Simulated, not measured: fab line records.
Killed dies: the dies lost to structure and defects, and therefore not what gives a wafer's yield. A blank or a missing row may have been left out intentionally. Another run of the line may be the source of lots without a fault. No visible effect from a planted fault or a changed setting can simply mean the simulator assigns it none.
Which of the tools did it? + flow berkeley_cmos170 + 14 lots, 42 wafers sampled, at 3 steps of a route of 331

## WHAT THE GAUGES SHOWED, per wafer
UCB170_M2_CD_MEAS_90: target cd 700 nm.
| lot  | measured     | on        | cd_nm (nm)  |
|------|--------------|-----------|-------------|
| L374 | day 7 08:59  | cd_sem-02 | 697 699 698 |
| L373 | day 7 09:19  | cd_sem-01 | 701 700 703 |
| L376 | day 8 00:29  | cd_sem-02 | 705 698 696 |
| L375 | day 8 00:52  | cd_sem-02 | 704 700 699 |
| L377 | day 8 15:04  | cd_sem-01 | 701 693 696 |
| L378 | day 8 15:23  | cd_sem-02 | 699 701 699 |
| L379 | day 9 01:23  | cd_sem-02 | 702 705 702 |
| L381 | day 9 15:43  | cd_sem-02 | 705 706 708 |
| L380 | day 9 15:58  | cd_sem-02 | 692 699 697 |
| L382 | day 9 17:49  | cd_sem-01 | 701 699 701 |
| L387 | day 10 05:52 | cd_sem-02 | 698 702 701 |
| L385 | day 10 13:58 | cd_sem-02 | 698 700 698 |
| L390 | day 11 02:38 | cd_sem-02 | 677 680 672 |
| L391 | day 11 14:54 | cd_sem-02 | 674 674 673 |

## TOOL THAT RAN EACH LOT (tool first, then ch and the chambers of the sampled wafers, then the start)
| lot  | UCB170_M2_METAL_ETCH_18           | UCB170_M2_STRIP_19                   |
|------|-----------------------------------|--------------------------------------|
| L374 | rie_metal-01 ch 0,1, day 7 08:40  | plasma_asher-01 ch 1, day 7 08:52    |
| L373 | rie_metal-04 ch 0,1, day 7 09:01  | plasma_asher-03 ch 0,1, day 7 09:12  |
| L376 | rie_metal-02 ch 0,1, day 8 00:11  | plasma_asher-01 ch 0,1, day 8 00:23  |
| L375 | rie_metal-04 ch 0,1, day 8 00:34  | plasma_asher-02 ch 1, day 8 00:44    |
| L377 | rie_metal-02 ch 0,1, day 8 14:47  | plasma_asher-03 ch 0,1, day 8 14:58  |
| L378 | rie_metal-01 ch 0,1, day 8 15:06  | plasma_asher-03 ch 0,1, day 8 15:17  |
| L379 | rie_metal-04 ch 0,1, day 9 01:05  | plasma_asher-01 ch 0,1, day 9 01:17  |
| L381 | rie_metal-04 ch 1, day 9 15:26    | plasma_asher-01 ch 1, day 9 15:37    |
| L380 | rie_metal-02 ch 0,1, day 9 15:40  | plasma_asher-02 ch 0,1, day 9 15:52  |
| L382 | rie_metal-01 ch 0,1, day 9 17:31  | plasma_asher-02 ch 0,1, day 9 17:43  |
| L387 | rie_metal-02 ch 0,1, day 10 05:33 | plasma_asher-03 ch 0,1, day 10 05:44 |
| L385 | rie_metal-04 ch 0,1, day 10 13:41 | plasma_asher-01 ch 0,1, day 10 13:52 |
| L390 | rie_metal-02 ch 0,1, day 11 02:20 | plasma_asher-03 ch 0,1, day 11 02:31 |
| L391 | rie_metal-02 ch 1, day 11 14:35   | plasma_asher-01 ch 0,1, day 11 14:47 |
- UCB170_M2_METAL_ETCH_18: etches Al in Cl2/BCl3, stops on SiO2, target depth 1170 nm, time 195 s.
- UCB170_M2_STRIP_19: strips in O2.

## WHAT THE TOOLS THEMSELVES READ (means of the sampled wafers that have a number; where no wafer has one, the mark that the record gives instead)
UCB170_M2_METAL_ETCH_18.
| lot  | tool         | bcl3_flow_sccm (sccm) | drypump_motor_current_A (A) | he_backside_leak_sccm (sccm) | mfc_cl2_sccm (sccm) | oes_product_au (a.u.) | throttle_valve_pct (%) |
|------|--------------|-----------------------|-----------------------------|------------------------------|---------------------|-----------------------|------------------------|
| L374 | rie_metal-01 | 45.20                 | 6.1                         | 3.4                          | 89.85               | 0.842                 | 24.42                  |
| L373 | rie_metal-04 | 44.99                 | 5.6                         | 3.1                          | 90.10               | 0.861                 | 24.41                  |
| L376 | rie_metal-02 | 44.91                 | 5.1                         | 3.2                          | 89.87               | 0.860                 | 24.19                  |
| L375 | rie_metal-04 | 44.98                 | 5.6                         | 3.3                          | 90.02               | 0.858                 | 24.40                  |
| L377 | rie_metal-02 | 44.86                 | 5.1                         | 3.4                          | 90.28               | 0.849                 | 24.21                  |
| L378 | rie_metal-01 | 45.00                 | 6.0                         | 3.3                          | 89.66               | 0.838                 | 24.42                  |
| L379 | rie_metal-04 | 44.98                 | 5.6                         | 3.2                          | 89.96               | 0.862                 | 24.41                  |
| L381 | rie_metal-04 | 45.15                 | 5.5                         | 3.2                          | 89.63               | 0.860                 | 24.44                  |
| L380 | rie_metal-02 | 45.06                 | 5.3                         | 3.3                          | 89.86               | 0.847                 | 24.21                  |
| L382 | rie_metal-01 | 45.08                 | 6.1                         | 3.3                          | 90.10               | 0.855                 | 24.42                  |
| L387 | rie_metal-02 | 45.09                 | 5.3                         | 3.2                          | 90.11               | 0.846                 | 24.21                  |
| L385 | rie_metal-04 | 45.00                 | 5.6                         | 3.2                          | 89.97               | 0.864                 | 24.41                  |
| L390 | rie_metal-02 | 45.09                 | 5.3                         | 3.3                          | 90.19               | 0.847                 | 24.20                  |
| L391 | rie_metal-02 | 45.05                 | 4.8                         | 4.5                          | 90.03               | 0.866                 | 24.17                  |

UCB170_M2_STRIP_19.
| lot  | tool            | drypump_motor_current_A (A) | oes_product_au (a.u.) |
|------|-----------------|-----------------------------|-----------------------|
| L374 | plasma_asher-01 | 5.2                         | 0.537                 |
| L373 | plasma_asher-03 | 5.6                         | 0.535                 |
| L376 | plasma_asher-01 | 5.4                         | 0.553                 |
| L375 | plasma_asher-02 | 5.8                         | 0.535                 |
| L377 | plasma_asher-03 | 5.6                         | 0.552                 |
| L378 | plasma_asher-03 | 5.5                         | 0.540                 |
| L379 | plasma_asher-01 | 5.3                         | 0.544                 |
| L381 | plasma_asher-01 | 5.2                         | 0.516                 |
| L380 | plasma_asher-02 | 6.3                         | 0.558                 |
| L382 | plasma_asher-02 | 6.0                         | 0.542                 |
| L387 | plasma_asher-03 | 5.5                         | 0.552                 |
| L385 | plasma_asher-01 | 5.3                         | 0.537                 |
| L390 | plasma_asher-03 | 5.6                         | 0.316                 |
| L391 | plasma_asher-01 | 5.3                         | 0.313                 |

## THE ANSWER, worked out from the rows above alone
Rule: what is usual is taken from the lots themselves. Put in order of their means at a reading, lots are off if they are a third of the lots or fewer, leave a main group of 4 or more, and stand apart from it by a gap of 3 or more times the standard deviation of the main group's means; of several such gaps the widest counts. A main group is skipped when, at the precision printed for the reading in the tables above, its means are all equal. A lot without any number at a reading at which 4 lots or more have one is off too. The other lots that the step has rows for count as sound. First the gauges in route order, then the tools' own readings, where a lot's mean is used as printed above. At the first step where some lot is off, the reading lying furthest off is the one used; lots without a number count as furthest.
Off: L390, L391 (UCB170_M2_CD_MEAS_90, cd_nm). The main group has a mean of 700 nm with a standard deviation of 2.7.
A tool fits if, at a process step before that reading, it ran every lot that is off, and no sound lot after the first of them. The gauges at UCB170_M2_CD_MEAS_90 aren't tried: what is off there is off at UCB170_M2_STRIP_19 too, on other tools, and a gauge's error can't cause that. One fits: UCB170_M2_METAL_ETCH_18 on rie_metal-02. A fault onset in the window from L387 (day 10 05:33, its last sound lot) to L390 (day 11 02:20, its first lot off) fits.
On the lots that are off, the tool's own readings at UCB170_M2_METAL_ETCH_18 differ by more than 5 times the standard deviation of the sound lots' means, which bears it out; he_backside_leak_sccm reads 3.9 sccm there versus 3.3 sccm on the sound lots.

## WHAT WAS PUT IN BY THE SIMULATOR
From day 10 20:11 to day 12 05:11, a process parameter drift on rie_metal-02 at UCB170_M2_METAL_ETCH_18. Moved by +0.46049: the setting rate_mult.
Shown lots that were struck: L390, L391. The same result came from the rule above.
